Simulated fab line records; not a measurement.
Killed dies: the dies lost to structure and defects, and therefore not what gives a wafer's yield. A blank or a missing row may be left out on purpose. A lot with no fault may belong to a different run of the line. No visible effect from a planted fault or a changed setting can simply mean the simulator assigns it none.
Which of the tools did it? / flow berkeley_cmos170 / 14 lots, 42 wafers sampled, at 5 steps of a route of 331

## WHAT THE GAUGES SHOWED, per wafer
UCB170_PWELL_THK_MEAS_06.
lot=L253; measured=day 3 07:11; on=film_metro-04; PWELL_NITRIDE_THK (nm)=222.9 219.8 221.1
lot=L254; measured=day 3 14:16; on=film_metro-03; PWELL_NITRIDE_THK (nm)=218.2 223.0 220.3
lot=L255; measured=day 3 18:19; on=film_metro-02; PWELL_NITRIDE_THK (nm)=222.9 223.6 222.6
lot=L257; measured=day 3 22:41; on=film_metro-02; PWELL_NITRIDE_THK (nm)=221.9 221.7 221.5
lot=L258; measured=day 4 10:51; on=film_metro-04; PWELL_NITRIDE_THK (nm)=219.4 219.9 220.5
lot=L260; measured=day 4 20:36; on=film_metro-03; PWELL_NITRIDE_THK (nm)=218.6 218.0 219.7
lot=L261; measured=day 4 20:37; on=film_metro-04; PWELL_NITRIDE_THK (nm)=222.7 221.0 220.9
lot=L262; measured=day 4 20:37; on=film_metro-02; PWELL_NITRIDE_THK (nm)=220.4 221.2 221.2
lot=L263; measured=day 5 04:52; on=film_metro-03; PWELL_NITRIDE_THK (nm)=221.9 221.9 221.5
lot=L265; measured=day 5 20:03; on=film_metro-04; PWELL_NITRIDE_THK (nm)=216.5 216.6 214.3
lot=L267; measured=day 6 01:34; on=film_metro-03; PWELL_NITRIDE_THK (nm)=219.7 217.6 218.4
lot=L271; measured=day 7 03:22; on=film_metro-04; PWELL_NITRIDE_THK (nm)=221.6 223.4 223.9
lot=L274; measured=day 7 17:10; on=film_metro-02; PWELL_NITRIDE_THK (nm)=223.2 222.7 221.3
lot=L275; measured=day 7 19:59; on=film_metro-04; PWELL_NITRIDE_THK (nm)=223.5 223.3 222.5

UCB170_SDANNEAL_RS_MEAS_04: a four-point-probe measurement.
lot=L253; measured=day 6 23:55; on=film_metro-04; PLDD_RS (ohm/sq)=1035.3 1033.7 1035.7
lot=L254; measured=day 7 14:26; on=film_metro-04; PLDD_RS (ohm/sq)=1034.7 1034.7 1036.7
lot=L255; measured=day 7 14:04; on=film_metro-02; PLDD_RS (ohm/sq)=1030.4 1030.4 1030.2
lot=L257; measured=day 7 14:36; on=film_metro-01; PLDD_RS (ohm/sq)=1035.3 1033.9 1031.5
lot=L258; measured=day 8 06:55; on=film_metro-01; PLDD_RS (ohm/sq)=1027.5 1029.3 1029.4
lot=L260; measured=day 8 17:35; on=film_metro-04; PLDD_RS (ohm/sq)=1033.6 1032.0 1029.5
lot=L261; measured=day 8 16:31; on=film_metro-02; PLDD_RS (ohm/sq)=1031.3 1030.0 1031.7
lot=L262; measured=day 8 16:17; on=film_metro-04; PLDD_RS (ohm/sq)=1029.2 1034.2 1033.4
lot=L263; measured=day 8 17:35; on=film_metro-02; PLDD_RS (ohm/sq)=1030.9 1030.9 1030.2
lot=L265; measured=day 9 07:46; on=film_metro-01; PLDD_RS (ohm/sq)=1031.0 1029.2 1030.6
lot=L267; measured=day 9 16:43; on=film_metro-04; PLDD_RS (ohm/sq)=1030.3 1035.6 1034.9
lot=L271; measured=day 10 18:23; on=film_metro-01; PLDD_RS (ohm/sq)=954.9 955.8 957.4
lot=L274; measured=day 11 09:01; on=film_metro-02; PLDD_RS (ohm/sq)=951.3 951.6 952.8
lot=L275; measured=day 11 09:17; on=film_metro-01; PLDD_RS (ohm/sq)=1031.4 1029.5 1029.0

UCB170_M1_RS_MEAS_01: a four-point-probe measurement.
lot=L253; measured=day 7 05:14; on=film_metro-04; M1_AL_RS (ohm/sq)=0.0486 0.0482 0.0480
lot=L254; measured=day 7 22:19; on=film_metro-02; M1_AL_RS (ohm/sq)=0.0489 0.0489 0.0485
lot=L255; measured=day 7 20:37; on=film_metro-02; M1_AL_RS (ohm/sq)=0.0489 0.0491 0.0490
lot=L257; measured=day 7 22:55; on=film_metro-04; M1_AL_RS (ohm/sq)=0.0491 0.0497 0.0495
lot=L258; measured=day 8 15:01; on=film_metro-01; M1_AL_RS (ohm/sq)=0.0486 0.0487 0.0489
lot=L260; measured=day 9 00:14; on=film_metro-02; M1_AL_RS (ohm/sq)=0.0488 0.0489 0.0493
lot=L261; measured=day 8 21:44; on=film_metro-02; M1_AL_RS (ohm/sq)=0.0489 0.0490 0.0488
lot=L262; measured=day 8 21:28; on=film_metro-01; M1_AL_RS (ohm/sq)=0.0480 0.0478 0.0483
lot=L263; measured=day 9 00:31; on=film_metro-01; M1_AL_RS (ohm/sq)=0.0490 0.0486 0.0488
lot=L265; measured=day 9 16:17; on=film_metro-04; M1_AL_RS (ohm/sq)=0.0490 0.0492 0.0492
lot=L267; measured=day 9 21:59; on=film_metro-01; M1_AL_RS (ohm/sq)=0.0492 0.0490 0.0492
lot=L271; measured=day 11 00:38; on=film_metro-02; M1_AL_RS (ohm/sq)=0.0480 0.0480 0.0482
lot=L274; measured=day 11 16:06; on=film_metro-04; M1_AL_RS (ohm/sq)=0.0488 0.0484 0.0487
lot=L275; measured=day 11 16:18; on=film_metro-01; M1_AL_RS (ohm/sq)=0.0482 0.0484 0.0487

## TOOL THAT RAN EACH LOT (tool first, then ch and the chambers of the sampled wafers, then the start)
lot=L253; UCB170_PLDD_IMPLANT_08=implanter-03 ch 0, day 6 10:03; UCB170_M1_SPUTTER_00=pvd_sputter-02, day 7 05:09
lot=L254; UCB170_PLDD_IMPLANT_08=implanter-04 ch 0, day 7 00:51; UCB170_M1_SPUTTER_00=pvd_sputter-01, day 7 22:14
lot=L255; UCB170_PLDD_IMPLANT_08=implanter-04 ch 0, day 6 21:59; UCB170_M1_SPUTTER_00=pvd_sputter-04, day 7 20:34
lot=L257; UCB170_PLDD_IMPLANT_08=implanter-01 ch 0, day 6 21:50; UCB170_M1_SPUTTER_00=pvd_sputter-04, day 7 22:51
lot=L258; UCB170_PLDD_IMPLANT_08=implanter-01 ch 0, day 7 17:58; UCB170_M1_SPUTTER_00=pvd_sputter-02, day 8 14:56
lot=L260; UCB170_PLDD_IMPLANT_08=implanter-04 ch 0, day 8 04:03; UCB170_M1_SPUTTER_00=pvd_sputter-01, day 9 00:10
lot=L261; UCB170_PLDD_IMPLANT_08=implanter-03 ch 0, day 8 04:21; UCB170_M1_SPUTTER_00=pvd_sputter-04, day 8 21:40
lot=L262; UCB170_PLDD_IMPLANT_08=implanter-01 ch 0, day 8 03:48; UCB170_M1_SPUTTER_00=pvd_sputter-01, day 8 21:23
lot=L263; UCB170_PLDD_IMPLANT_08=implanter-01 ch 0, day 8 04:34; UCB170_M1_SPUTTER_00=pvd_sputter-04, day 9 00:28
lot=L265; UCB170_PLDD_IMPLANT_08=implanter-04 ch 0, day 8 19:56; UCB170_M1_SPUTTER_00=pvd_sputter-02, day 9 16:10
lot=L267; UCB170_PLDD_IMPLANT_08=implanter-04 ch 0, day 9 03:42; UCB170_M1_SPUTTER_00=pvd_sputter-02, day 9 21:56
lot=L271; UCB170_PLDD_IMPLANT_08=implanter-04 ch 0, day 10 05:24; UCB170_M1_SPUTTER_00=pvd_sputter-02, day 11 00:34
lot=L274; UCB170_PLDD_IMPLANT_08=implanter-04 ch 0, day 10 17:01; UCB170_M1_SPUTTER_00=pvd_sputter-04, day 11 15:59
lot=L275; UCB170_PLDD_IMPLANT_08=implanter-03 ch 0, day 10 17:11; UCB170_M1_SPUTTER_00=pvd_sputter-01, day 11 16:14
- UCB170_PLDD_IMPLANT_08
- UCB170_M1_SPUTTER_00: material Al, target thk 600 nm, time 80 s.

## WHAT THE TOOLS THEMSELVES READ (means of the sampled wafers that have a number; where no wafer has one, the mark that the record gives instead)
UCB170_PLDD_IMPLANT_08.
lot=L253; tool=implanter-03; beam_on_s (s)=10.06; end_station_pressure_torr (Torr)=5.37e-06; faraday_current_uA=158
lot=L254; tool=implanter-04; beam_on_s (s)=10.13; end_station_pressure_torr (Torr)=5.26e-06; faraday_current_uA=157
lot=L255; tool=implanter-04; beam_on_s (s)=9.96; end_station_pressure_torr (Torr)=5.01e-06; faraday_current_uA=159
lot=L257; tool=implanter-01; beam_on_s (s)=10.10; end_station_pressure_torr (Torr)=5.28e-06; faraday_current_uA=157
lot=L258; tool=implanter-01; beam_on_s (s)=10.11; end_station_pressure_torr (Torr)=5.14e-06; faraday_current_uA=157
lot=L260; tool=implanter-04; beam_on_s (s)=9.92; end_station_pressure_torr (Torr)=5.37e-06; faraday_current_uA=160
lot=L261; tool=implanter-03; beam_on_s (s)=9.98; end_station_pressure_torr (Torr)=4.82e-06; faraday_current_uA=159
lot=L262; tool=implanter-01; beam_on_s (s)=10.00; end_station_pressure_torr (Torr)=4.97e-06; faraday_current_uA=158
lot=L263; tool=implanter-01; beam_on_s (s)=9.81; end_station_pressure_torr (Torr)=5.20e-06; faraday_current_uA=162
lot=L265; tool=implanter-04; beam_on_s (s)=9.97; end_station_pressure_torr (Torr)=4.94e-06; faraday_current_uA=159
lot=L267; tool=implanter-04; beam_on_s (s)=10.01; end_station_pressure_torr (Torr)=5.00e-06; faraday_current_uA=159
lot=L271; tool=implanter-04; beam_on_s (s)=11.95; end_station_pressure_torr (Torr)=9.75e-05; faraday_current_uA=134
lot=L274; tool=implanter-04; beam_on_s (s)=12.06; end_station_pressure_torr (Torr)=9.06e-05; faraday_current_uA=133
lot=L275; tool=implanter-03; beam_on_s (s)=9.79; end_station_pressure_torr (Torr)=5.65e-06; faraday_current_uA=162

UCB170_M1_SPUTTER_00.
lot=L253; tool=pvd_sputter-02; throttle_valve_pct (%)=28.7
lot=L254; tool=pvd_sputter-01; throttle_valve_pct (%)=30.1
lot=L255; tool=pvd_sputter-04; throttle_valve_pct (%)=31.0
lot=L257; tool=pvd_sputter-04; throttle_valve_pct (%)=30.1
lot=L258; tool=pvd_sputter-02; throttle_valve_pct (%)=30.2
lot=L260; tool=pvd_sputter-01; throttle_valve_pct (%)=29.8
lot=L261; tool=pvd_sputter-04; throttle_valve_pct (%)=30.9
lot=L262; tool=pvd_sputter-01; throttle_valve_pct (%)=29.9
lot=L263; tool=pvd_sputter-04; throttle_valve_pct (%)=29.2
lot=L265; tool=pvd_sputter-02; throttle_valve_pct (%)=30.2
lot=L267; tool=pvd_sputter-02; throttle_valve_pct (%)=28.8
lot=L271; tool=pvd_sputter-02; throttle_valve_pct (%)=30.2
lot=L274; tool=pvd_sputter-04; throttle_valve_pct (%)=30.7
lot=L275; tool=pvd_sputter-01; throttle_valve_pct (%)=28.6

## THE ANSWER, worked out from the rows above alone
Rule: what is usual is taken from the lots themselves. The widest of any qualifying gaps counts: lots, ordered by their means at a reading, are off when they make up no more than a third of the lots, leave a main group of 4 or more, and stand apart from it by 3 or more times the standard deviation of that group's means. The tables above print the reading to a certain number of digits; a main group whose means all agree to those digits is not used. A lot without any number at a reading at which 4 lots or more have one is off too. Any other lot the step has rows for is counted as sound. Order of review: gauges by route order, followed by the tools' own readings, for which a lot's mean as printed above is used. The first step at which some lot is off is used, and at that step the reading that is off furthest; a lot without a number counts as furthest.
Off: at UCB170_SDANNEAL_RS_MEAS_04 (PLDD_RS), L271, L274. The main group: mean 1031.9 ohm/sq, standard deviation 2.
A tool fits if, at a process step before that reading, it ran every lot that is off, and no sound lot after the first of them. Not tried: the gauges at UCB170_SDANNEAL_RS_MEAS_04; whatever is off there is also off at UCB170_PLDD_IMPLANT_08, on other tools, and gauge error can't account for it. One candidate fits, namely implanter-04 at UCB170_PLDD_IMPLANT_08. Its last sound lot is L267 (day 9 03:42), its first lot that is off L271 (day 10 05:24): a fault that began between those two fits.
The tool's own readings at UCB170_PLDD_IMPLANT_08 bear it out: on the lots that are off they differ by more than 5 times the standard deviation of the sound lots' means. beam_on_s reads 12.00 s there against 9.99 s on the sound lots; end_station_pressure_torr reads 9.41e-05 Torr there against 5.17e-06 Torr on the sound lots; faraday_current_uA reads 134 there against 159 on the sound lots.

## WHAT HAD BEEN PUT IN BY THE SIMULATOR
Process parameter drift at UCB170_PLDD_IMPLANT_08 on implanter-04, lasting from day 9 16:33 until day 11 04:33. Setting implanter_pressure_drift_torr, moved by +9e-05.
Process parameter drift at UCB170_PLDD_IMPLANT_08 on implanter-04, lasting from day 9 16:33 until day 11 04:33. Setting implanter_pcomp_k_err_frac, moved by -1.
Lots struck among those shown: L271, L274. The same result came from the rule above.
